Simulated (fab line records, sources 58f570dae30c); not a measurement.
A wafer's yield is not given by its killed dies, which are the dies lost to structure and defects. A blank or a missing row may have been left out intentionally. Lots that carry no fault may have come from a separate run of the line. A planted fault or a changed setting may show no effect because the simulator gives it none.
Struck lot and sound lot, side by side -- flow berkeley-cmos170 -- 14 steps out of a route of 331
Sound: wafers L259.2, L259.3, L259.6. The struck wafers were L246.1, L246.5, L246.6. Last of all comes the cause.
Per side, at each step with rows, come the tool, then ch with its chambers, and then its first start. Under that, the readings that differ: sound wafers -- struck wafers -- difference of the means -- sigmas: that difference in standard deviations of wafers without a fault.
alike: words and numbers the same on both sides, and readings whose means are apart by under 2 such deviations; not compared: readings that were withheld, readings missing a value for some wafer, numbers with overlapping values and no deviation given by the record, and bounds like >300 which may hide the same value.
A row with sigmas, a row that says differs or no value, or rows on one side alone: a step with any of these is where the two part. When numbers do not overlap yet have no deviation, they are printed without sigmas and do not part them. A reading missing from all wafers of one side parts the sides only when that side holds two or more wafers.

UCB170_PLDD_CD_MEAS_06: target cd 1200 nm.
  sound on cd-sem-01, day 10 20:47; struck on cd-sem-02, day 8 08:05
  alike: cd-nm
UCB170_PLDD_OVL_MEAS_07:
  sound on overlay-01, day 10 20:53; struck on overlay-02, day 8 08:13
  alike: PLDD_OVL
then, 2 steps without rows for these wafers: UCB170_PLDD_IMPLANT_08; UCB170_PLDD_IMPLANT_09.
UCB170_PLDD_STRIP_10: strips in O2.
  sound on plasma-asher-04 ch 0,1, day 10 21:13; struck on plasma-asher-02 ch 0,1, day 8 08:33
  alike: drypump-motor-current-A, oes-product-au, strip-time-to-endpoint-s
  not compared: rf-hours-counter-h
UCB170_PLDD_TW_MEAS_11:
  sound on film-metro-01, day 10 21:20; struck on film-metro-01, day 8 08:39
  alike: PLDD_TW
then, 6 steps without rows for these wafers: UCB170_PLDD_CLEAN_12 (cleans in SPM, time 600 s); UCB170_NLDD_HMDS_00 (prime time 60 s); UCB170_NLDD_COAT_01 (resist thk 900 nm); UCB170_NLDD_SOFTBAKE_02 (time 60 s); UCB170_NLDD_EXPOSE_03 (exposes mask NSELECT, target cd 1200 nm); UCB170_NLDD_PEB_04.
UCB170_NLDD_DEVELOP_05: develop time 45 s.
  sound on litho-track-04 ch 0, day 10 22:00; struck on litho-track-02, day 8 09:00
  no value came back on the struck wafers for chill-plate-temp-C (C), develop-time-s (s); on the sound wafers chill-plate-temp-C (C) reads 23.11 23.12 23.07
reading,sound,struck,difference,sigmas
model.KrF_of_NLDD_COAT_01.thk-nm (nm),885.4 886.7 887.6,901.1 900.1 899.1,+13.5,
UCB170_NLDD_CD_MEAS_06: target cd 1200 nm.
  sound on cd-sem-02, day 10 22:41; struck on cd-sem-02, day 8 09:58
reading,sound,struck,difference,sigmas
cd-nm (nm),1202.1 1201.5 1200.5,- - -,no value on the struck wafers,

== WHERE THEY PART ==
Earliest at UCB170_NLDD_DEVELOP_05; latest, in this record, at UCB170_NLDD_CD_MEAS_06.

WHY: what had been put in by the simulator
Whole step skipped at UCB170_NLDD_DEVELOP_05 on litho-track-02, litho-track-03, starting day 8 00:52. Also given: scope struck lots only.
